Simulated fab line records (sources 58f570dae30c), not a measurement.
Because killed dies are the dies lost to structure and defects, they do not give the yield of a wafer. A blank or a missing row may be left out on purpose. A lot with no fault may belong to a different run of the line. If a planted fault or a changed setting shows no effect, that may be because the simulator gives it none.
fab line records + flow berkeley_cmos170
[record]
- lots = 6
- wafers = 18
- last_day = 12
route steps=331 shown CONTACT@222
lots untouched by any fault: they come from a run of this same line in which no faults occurred
start_h: the number of hours between the record's first day and the start of the first shown wafer of the lot + wait_h: time in hours since the lot's previous step + " same as the row above + L1.1+2: one row covering several wafers at once + - either no value or no given start + * or withheld: withheld + < > ~ a bound
route shown NAME@n: names a module that has steps shown in the file, with the first one's number in the route + usual: mean/standard deviation of fault-free wafers + same: alike in all rows + chamber/n: place in a boat + sites: the reading at each site + _std_site: standard deviation of those values + _edge_site: outer sites' mean less inner sites' + radius_mm: how far each site lies from the wafer's centre + mask NAME#n: copy n + behind: the last tool/chamber to shape the wafer + hold: the reason the lot was held/the length of the hold in hours/how it ended + device: names the non-switching transistor (n, p or np) + end of line: the route-end tests of the same wafers + a step given without rows: its recipe and nothing more + killed: count of dies lost to structure and defects at first sort (not the wafer's yield) + map: the dies of a wafer, with x for killed, . for not killed, _ for no die there
set.NAME: the setting as run; set.NAME@STEP: as run at that earlier step + model.NAME: the simulator's own value behind a step, which no gauge read
lots at some steps of the route; a table a step, a row a wafer
services: when a tool's chamber went out of use (start_h, in hours from the record's first day, below 0 if earlier), for how many hours, and the reason
[[steps]]
[step UCB170_CONTACT_STRIP_06]
[recipe]
- chemistry = O2
- power_w = 400
- pressure_mtorr = 3500
- platen_temp_c = withheld
- o2_flow_sccm = 400
- overash_fraction = 0.5
[usual]
- drypump_motor_current_A = 5.7/0.43
- oes_product_au = 0.734/0.0043
- strip_time_to_endpoint_s = 21.95/0.064
| lot.wafer | tool            | chamber | start_h | wait_h | drypump_motor_current_A | oes_product_au | rf_hours_counter_h | strip_time_to_endpoint_s |
|-----------|-----------------|---------|---------|--------|-------------------------|----------------|--------------------|--------------------------|
| L433.1    | plasma_asher-01 | 0       | 147.45  | 0.1    | 5.6                     | 0.729          | 3                  | 21.89                    |
| L433.3    | "               | 0       | "       | "      | 5.6                     | 0.732          | -                  | 21.88                    |
| L433.5    | "               | 0       | "       | "      | 5.6                     | 0.737          | -                  | 21.88                    |
| L436.2    | plasma_asher-03 | 1       | 158.24  | 0.1    | 6.0                     | 0.739          | 49                 | 21.89                    |
| L436.3    | "               | 1       | "       | "      | 6.0                     | 0.729          | -                  | 21.92                    |
| L436.4    | "               | 0       | "       | "      | 5.6                     | 0.731          | -                  | 21.89                    |
| L439.1    | plasma_asher-04 | 1       | 186.08  | 0.1    | 6.3                     | 0.743          | 40                 | 21.91                    |
| L439.2    | "               | 0       | "       | "      | 5.1                     | 0.733          | 40                 | 21.97                    |
| L439.4    | "               | 1       | "       | "      | 6.3                     | 0.740          | -                  | 21.95                    |
| L451.4    | plasma_asher-04 | 1       | 248.49  | 0.1    | 6.4                     | 0.732          | -                  | 21.97                    |
| L451.5    | "               | 0       | "       | "      | 5.1                     | 0.736          | -                  | 22.02                    |
| L451.6    | "               | 1       | "       | "      | 6.3                     | 0.729          | -                  | 22.04                    |
| L454.1    | plasma_asher-04 | 1       | 255.11  | 0.1    | 6.3                     | 0.732          | 47                 | 21.89                    |
| L454.2    | "               | 0       | "       | "      | 5.1                     | 0.729          | 47                 | 21.81                    |
| L454.6    | "               | 1       | "       | "      | 6.3                     | 0.728          | -                  | 21.91                    |
| L455.1    | plasma_asher-01 | 0       | 262.90  | 0.1    | 5.6                     | 0.735          | 15                 | 21.97                    |
| L455.3    | "               | 0       | "       | "      | 5.6                     | 0.737          | -                  | 21.96                    |
| L455.5    | "               | 0       | "       | "      | 5.6                     | 0.741          | -                  | 22.00                    |
[step UCB170_CONTACT_CLEAN_07]
[recipe]
- chemistry = SPM
- temp_c = 120
- time_s = 600
[step UCB170_CONTACT_RTA_08]
[recipe]
- temp_c = 900
- time_s = 10
- ambient = N2
[usual]
- lamp_power_pct = 24.0/0.59
- wafer_temp_C_max = 903.4/1.2
| lot.wafer | tool          | chamber | start_h | wait_h | lamp_power_pct | wafer_temp_C_max |
|-----------|---------------|---------|---------|--------|----------------|------------------|
| L433.1    | rtp_anneal-02 | 0       | 147.72  | 0.0    | 23.4           | 905.2            |
| L433.3    | "             | 0       | "       | "      | 23.4           | 904.8            |
| L433.5    | "             | 0       | "       | "      | 23.4           | 906.5            |
| L436.2    | rtp_anneal-02 | 0       | 158.54  | 0.0    | 23.4           | 904.0            |
| L436.3    | "             | 0       | "       | "      | 23.4           | 902.9            |
| L436.4    | "             | 0       | "       | "      | 23.4           | 903.7            |
| L439.1    | rtp_anneal-01 | 0       | 186.43  | 0.0    | 24.6           | 902.2            |
| L439.2    | "             | 0       | "       | "      | 24.6           | 902.6            |
| L439.4    | "             | 0       | "       | "      | 24.5           | 902.6            |
| L451.4    | rtp_anneal-01 | 0       | 250.16  | 0.0    | 24.6           | 901.9            |
| L451.5    | "             | 0       | "       | "      | 24.6           | 901.9            |
| L451.6    | "             | 0       | "       | "      | 24.6           | 902.3            |
| L454.1    | rtp_anneal-02 | 0       | 255.47  | 0.1    | 23.4           | 904.1            |
| L454.2    | "             | 0       | "       | "      | 23.4           | 903.9            |
| L454.6    | "             | 0       | "       | "      | 23.4           | 904.1            |
| L455.1    | rtp_anneal-01 | 0       | 263.17  | 0.0    | 24.5           | 901.9            |
| L455.3    | "             | 0       | "       | "      | 24.6           | 901.8            |
| L455.5    | "             | 0       | "       | "      | 24.6           | 902.4            |
[step UCB170_CONTACT_COAT_09]
[recipe]
- resist = BARC
- temp_c = withheld
- time_s = withheld
- spin_rpm = 3000
- resist_thk_nm = withheld
[step UCB170_CONTACT_COAT_10]
[recipe]
- resist = KrF
- spin_rpm = 1500
- resist_thk_nm = 900
[step UCB170_CONTACT_SOFTBAKE_11]
[recipe]
- resist = KrF
- temp_c = 130
- time_s = 57.77
[step UCB170_CONTACT_EXPOSE_12]
[recipe]
- mask_id = CONT
- target_cd_nm = 700
- na = 0.5
- sigma_outer = 0.6
- source_shape = conventional
- dose_mj = 35
[step UCB170_CONTACT_PEB_13]
[recipe]
- peb_temp_c = 130
- peb_time_s = withheld
- resist = KrF
[step UCB170_CONTACT_DEVELOP_14]
[recipe]
- developer = TMAH
- develop_time_s = 45
- resist = KrF
- dev_temp_c = 21
[step UCB170_CONTACT_CD_MEAS_15]
[recipe]
- target_cd_nm = 700
[usual]
- cd_nm = 700.3/1.4
| lot.wafer | tool      | chamber | start_h | wait_h | cd_nm |
|-----------|-----------|---------|---------|--------|-------|
| L433.1    | cd_sem-01 | -       | 149.13  | -      | 701.9 |
| L433.3    | "         | -       | "       | "      | 700.7 |
| L433.5    | "         | -       | "       | "      | 702.0 |
| L436.2    | cd_sem-02 | -       | 159.96  | -      | 701.9 |
| L436.3    | "         | -       | "       | "      | 702.6 |
| L436.4    | "         | -       | "       | "      | 702.1 |
| L439.1    | cd_sem-01 | -       | 187.58  | -      | 698.9 |
| L439.2    | "         | -       | "       | "      | 699.5 |
| L439.4    | "         | -       | "       | "      | 698.7 |
| L451.4    | cd_sem-02 | -       | 251.22  | -      | 699.0 |
| L451.5    | "         | -       | "       | "      | 700.3 |
| L451.6    | "         | -       | "       | "      | 700.5 |
| L454.1    | cd_sem-01 | -       | 256.96  | -      | 702.8 |
| L454.2    | "         | -       | "       | "      | 701.6 |
| L454.6    | "         | -       | "       | "      | 700.9 |
| L455.1    | cd_sem-02 | -       | 264.21  | -      | 701.6 |
| L455.3    | "         | -       | "       | "      | 701.3 |
| L455.5    | "         | -       | "       | "      | 699.8 |
[step UCB170_CONTACT_OVL_MEAS_16]
[usual]
- CONTACT_OVL = -2/4.9
| lot.wafer | tool       | chamber | start_h | wait_h | CONTACT_OVL[nm] |
|-----------|------------|---------|---------|--------|-----------------|
| L433.1    | overlay-02 | -       | 149.25  | 0.1    | 2               |
| L433.3    | "          | -       | "       | "      | 0               |
| L433.5    | "          | -       | "       | "      | 5               |
| L436.2    | overlay-01 | -       | 160.07  | 0.1    | 6               |
| L436.3    | "          | -       | "       | "      | -1              |
| L436.4    | "          | -       | "       | "      | -5              |
| L439.1    | overlay-01 | -       | 187.70  | 0.1    | 1               |
| L439.2    | "          | -       | "       | "      | -3              |
| L439.4    | "          | -       | "       | "      | 0               |
| L451.4    | overlay-01 | -       | 251.30  | 0.1    | -1              |
| L451.5    | "          | -       | "       | "      | 0               |
| L451.6    | "          | -       | "       | "      | 4               |
| L454.1    | overlay-02 | -       | 257.08  | 0.1    | 1               |
| L454.2    | "          | -       | "       | "      | -8              |
| L454.6    | "          | -       | "       | "      | -4              |
| L455.1    | overlay-01 | -       | 264.33  | 0.1    | -9              |
| L455.3    | "          | -       | "       | "      | -6              |
| L455.5    | "          | -       | "       | "      | -8              |
[step UCB170_CONTACT_ETCH_17]
[recipe]
- chemistry = N2/H2
- target_depth_a = withheld
- overetch_a = withheld
- target = BARC
- time_s = withheld
- source_w = 500
- bias_w = 100
- pressure_mtorr = 30
- n2_flow_sccm = 100
- h2_flow_sccm = 200
[usual]
- drypump_motor_current_A = 5.8/0.46
- oes_product_au = 1.008/0.024
- throttle_valve_pct = 13.35/0.19
| lot.wafer | tool        | chamber | start_h | wait_h | drypump_motor_current_A | oes_product_au | throttle_valve_pct |
|-----------|-------------|---------|---------|--------|-------------------------|----------------|--------------------|
| L433.1    | rie_diel-04 | 1       | 149.29  | 0.0    | 6.1                     | 1.023          | 12.89              |
| L433.3    | "           | 0       | "       | "      | 5.5                     | 1.010          | 13.29              |
| L433.5    | "           | 1       | "       | "      | 6.1                     | 1.015          | 12.88              |
| L436.2    | rie_diel-04 | 3       | 160.10  | 0.0    | 4.8                     | 1.033          | 13.49              |
| L436.3    | "           | 0       | "       | "      | 5.4                     | 1.005          | 13.29              |
| L436.4    | "           | 1       | "       | "      | 6.1                     | 1.028          | 12.88              |
| L439.1    | rie_diel-04 | 2       | 187.73  | 0.0    | 5.7                     | 1.044          | 13.23              |
| L439.2    | "           | 3       | "       | "      | 4.8                     | 1.034          | 13.49              |
| L439.4    | "           | 0       | "       | "      | 5.5                     | 1.024          | 13.29              |
| L451.4    | rie_diel-03 | 1       | 251.32  | 0.0    | 6.2                     | 1.037          | 13.58              |
| L451.5    | "           | 0       | "       | "      | 6.6                     | 1.001          | 13.44              |
| L451.6    | "           | 1       | "       | "      | 6.2                     | 1.026          | 13.59              |
| L454.1    | rie_diel-04 | 3       | 257.11  | 0.0    | 4.8                     | 1.053          | 13.46              |
| L454.2    | "           | 1       | "       | "      | 6.1                     | 1.035          | 12.89              |
| L454.6    | "           | 2       | "       | "      | 5.8                     | 1.031          | 13.24              |
| L455.1    | rie_diel-02 | 3       | 264.36  | 0.0    | 5.6                     | 0.999          | 13.34              |
| L455.3    | "           | 2       | "       | "      | 5.4                     | 0.995          | 13.37              |
| L455.5    | "           | 2       | "       | "      | 5.4                     | 0.995          | 13.39              |
[step UCB170_CONTACT_ETCH_18]
[recipe]
- chemistry = CHF3/CF4/Ar
- target = PSG
- stop_on = TiSi2
- CHF3_flow_sccm = 45
- cf4_flow_sccm = 15
- Ar_flow_sccm = 150
- pressure_mtorr = 200
- rf_w = 700
- target_depth_a = 8400
- over_etch_frac = 0.2
- time_s = 195
[usual]
- drypump_motor_current_A = 5.8/0.46
- oes_product_au = 0.897/0.015
- run_length_s = 223.3/0.48
- throttle_valve_pct = 6.95/0.11
| lot.wafer | tool        | chamber | start_h | wait_h | drypump_motor_current_A | oes_product_au | rf_hours_counter_h | run_length_s | throttle_valve_pct | model.CONTACT.feature_depth_nm | model.etch.depth_nm | model.KrF_of_CONTACT_COAT_10.thk_nm |
|-----------|-------------|---------|---------|--------|-------------------------|----------------|--------------------|--------------|--------------------|--------------------------------|---------------------|-------------------------------------|
| L433.1    | rie_diel-04 | 1       | 149     | -      | 6.1                     | 0.916          | 91                 | 222.4        | 6.69               | 713.7                          | 713.7               | 693.3                               |
| L433.3    | "           | 0       | "       | "      | 5.5                     | 0.911          | 15                 | 224.0        | 7.01               | 709.5                          | 709.5               | 691.6                               |
| L433.5    | "           | 1       | "       | "      | 6.1                     | 0.913          | -                  | 222.3        | 6.69               | 709                            | 709                 | 692.4                               |
| L436.2    | rie_diel-04 | 3       | 160     | -      | 4.8                     | 1.019          | 145                | 174.3        | 6.94               | 631.4                          | 631.4               | 737.6                               |
| L436.3    | "           | 0       | "       | "      | 5.5                     | 1.016          | 16                 | 174.6        | 7.02               | 635.8                          | 635.8               | 736.9                               |
| L436.4    | "           | 1       | "       | "      | 6.2                     | 1.021          | 91                 | 174.3        | 6.70               | 629.2                          | 629.2               | 741                                 |
| L439.1    | rie_diel-04 | 2       | 187     | -      | 5.7                     | 1.036          | 13                 | 175.1        | 6.89               | 655.3                          | 655.3               | 730.2                               |
| L439.2    | "           | 3       | "       | "      | 4.8                     | 1.021          | 146                | 174.6        | 6.94               | 631.7                          | 631.7               | 739.7                               |
| L439.4    | "           | 0       | "       | "      | 5.5                     | 1.013          | 17                 | 174.5        | 7.01               | 629.5                          | 629.5               | 739.4                               |
| L451.4    | rie_diel-03 | 1       | 251     | -      | 6.2                     | 0.919          | 16                 | 223.2        | 7.13               | 702.1                          | 702.1               | 691.2                               |
| L451.5    | "           | 0       | "       | "      | 6.5                     | 0.884          | -                  | 223.0        | 7.00               | 702.2                          | 702.2               | 689.3                               |
| L451.6    | "           | 1       | "       | "      | 6.2                     | 0.931          | -                  | 222.8        | 7.15               | 710                            | 710                 | 688.8                               |
| L454.1    | rie_diel-04 | 3       | 257     | -      | 4.8                     | 0.896          | 1                  | 222.7        | 6.92               | 699.6                          | 699.6               | 681.2                               |
| L454.2    | "           | 1       | "       | "      | 6.1                     | 0.902          | 96                 | 222.9        | 6.69               | 694.3                          | 694.3               | 688.9                               |
| L454.6    | "           | 2       | "       | "      | 5.8                     | 0.903          | -                  | 224.3        | 6.88               | 696.9                          | 696.9               | 683.3                               |
| L455.1    | rie_diel-02 | 3       | 264     | -      | 5.6                     | 0.907          | 66                 | 223.0        | 6.95               | 712.3                          | 712.3               | 686.1                               |
| L455.3    | "           | 2       | "       | "      | 5.4                     | 0.898          | 19                 | 223.5        | 7.02               | 709.9                          | 709.9               | 690.6                               |
| L455.5    | "           | 2       | "       | "      | 5.4                     | 0.906          | -                  | 224.0        | 7.02               | 708.7                          | 708.7               | 687.6                               |
[step UCB170_CONTACT_STRIP_19]
[recipe]
- chemistry = O2
- power_w = 400
- pressure_mtorr = 3500
- platen_temp_c = withheld
- o2_flow_sccm = 400
- overash_fraction = 0.5
[usual]
- drypump_motor_current_A = 5.7/0.45
- oes_product_au = 0.725/0.0046
| lot.wafer | tool            | chamber | start_h | wait_h | drypump_motor_current_A | oes_product_au | rf_hours_counter_h |
|-----------|-----------------|---------|---------|--------|-------------------------|----------------|--------------------|
| L433.1    | plasma_asher-03 | 0       | 149.45  | -      | 5.6                     | 0.729          | 48                 |
| L433.3    | "               | 0       | "       | "      | 5.7                     | 0.726          | -                  |
| L433.5    | "               | 1       | "       | "      | 6.0                     | 0.726          | -                  |
| L436.2    | plasma_asher-03 | 0       | 160.26  | -      | 5.7                     | 0.722          | 49                 |
| L436.3    | "               | 1       | "       | "      | 6.0                     | 0.734          | -                  |
| L436.4    | "               | 0       | "       | "      | 5.6                     | 0.727          | -                  |
| L439.1    | plasma_asher-04 | 0       | 187.90  | -      | 5.1                     | 0.721          | 40                 |
| L439.2    | "               | 1       | "       | "      | 6.3                     | 0.729          | 40                 |
| L439.4    | "               | 1       | "       | "      | 6.3                     | 0.718          | -                  |
| L451.4    | plasma_asher-04 | 0       | 251.52  | -      | 5.1                     | 0.720          | -                  |
| L451.5    | "               | 0       | "       | "      | 5.1                     | 0.728          | -                  |
| L451.6    | "               | 1       | "       | "      | 6.3                     | 0.726          | -                  |
| L454.1    | plasma_asher-03 | 1       | 257.28  | -      | 6.0                     | 0.719          | 58                 |
| L454.2    | "               | 0       | "       | "      | 5.7                     | 0.733          | 58                 |
| L454.6    | "               | 0       | "       | "      | 5.6                     | 0.724          | -                  |
| L455.1    | plasma_asher-04 | 1       | 264.53  | -      | 6.4                     | 0.723          | 48                 |
| L455.3    | "               | 1       | "       | "      | 6.3                     | 0.724          | -                  |
| L455.5    | "               | 1       | "       | "      | 6.3                     | 0.718          | -                  |
[[services]]
| tool            | chamber | start_h | hours | kind           |
|-----------------|---------|---------|-------|----------------|
| plasma_asher-04 | -       | 132.72  | 7.5   | repair         |
| plasma_asher-01 | -       | 135.29  | 4.2   | repair         |
| rie_diel-03     | -       | 145.04  | 0.3   | repair         |
| plasma_asher-01 | -       | 145.96  | 1.3   | repair         |
| rie_diel-02     | -       | 165.63  | 15.6  | pm             |
| rie_diel-04     | -       | 170.36  | 1.6   | repair         |
| plasma_asher-03 | -       | 179.76  | 2.8   | pm             |
| rie_diel-04     | 3       | 207.67  | -     | clean          |
| rie_diel-04     | 3       | 207.67  | 22.4  | scheduled_down |
| rie_diel-04     | 3       | 207.67  | 22.4  | vent_cycle     |
| plasma_asher-01 | -       | 224.92  | 3.4   | repair         |
| rie_diel-04     | -       | 234.14  | 0.5   | repair         |
| rtp_anneal-01   | -       | 238.84  | 5.1   | pm             |
| plasma_asher-03 | -       | 238.95  | 1.1   | repair         |
| plasma_asher-04 | -       | 239.77  | 2.8   | pm             |
| rie_diel-03     | 2       | 252.10  | -     | clean          |
| rie_diel-03     | 2       | 252.10  | 11.3  | scheduled_down |
| rie_diel-03     | 2       | 252.10  | 11.3  | vent_cycle     |
| plasma_asher-03 | -       | 259.13  | 2.4   | repair         |
[[key]]
[first_sign]
- step = UCB170_CONTACT_ETCH_18
- reading = run_length_s
- direction = down
- sigmas = 99+
- usual = *
- struck = *
[effect]
- step = UCB170_CONTACT_ETCH_18
- reading = oes_product_au
- direction = up
- sigmas = 8.3
- usual = 0.897
- struck = 1.021
[model_effect]
- step = UCB170_CONTACT_ETCH_18
- value = CONTACT.feature_depth_nm
- without = 697.2
- struck = 635.5
met_at UCB170_CONTACT_ETCH_18
struck_wafers L436.2,L436.3,L436.4,L439.1,L439.2,L439.4
rows_end L436.2,L436.3,L436.4
later_rows_left_out L439.1,L439.2,L439.4
sort_left_out L439.1,L439.2,L439.4
tester_left_out L439
onset_between 149 160
[fault]
- kind = process_parameter_drift
- tool = rie_diel-04
- chamber = -
- onset_h = 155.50
- steps = UCB170_CONTACT_ETCH_18
- channel = time_s
- offset = *
- shape = step
- end_h = 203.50
- acts_in = *
- stated = *
// tester_left_out: of these lots the tester's yield and bins aren't shown, on N5 and GAA mostly nor the transistor test; their killed dies are dies lost to structure and defects alone, not to doping, threshold or leakage, so they don't give the yield
// sort_left_out: the simulated sort isn't trusted on such a fault, so these wafers' sort isn't shown, and their yield isn't known
// later_rows_left_out: the simulator's readings of these wafers behind a module that went badly wrong aren't trusted and aren't shown, but for the sort
// rows_end: these wafers met a further fault down the route, and their rows from its step on are left out
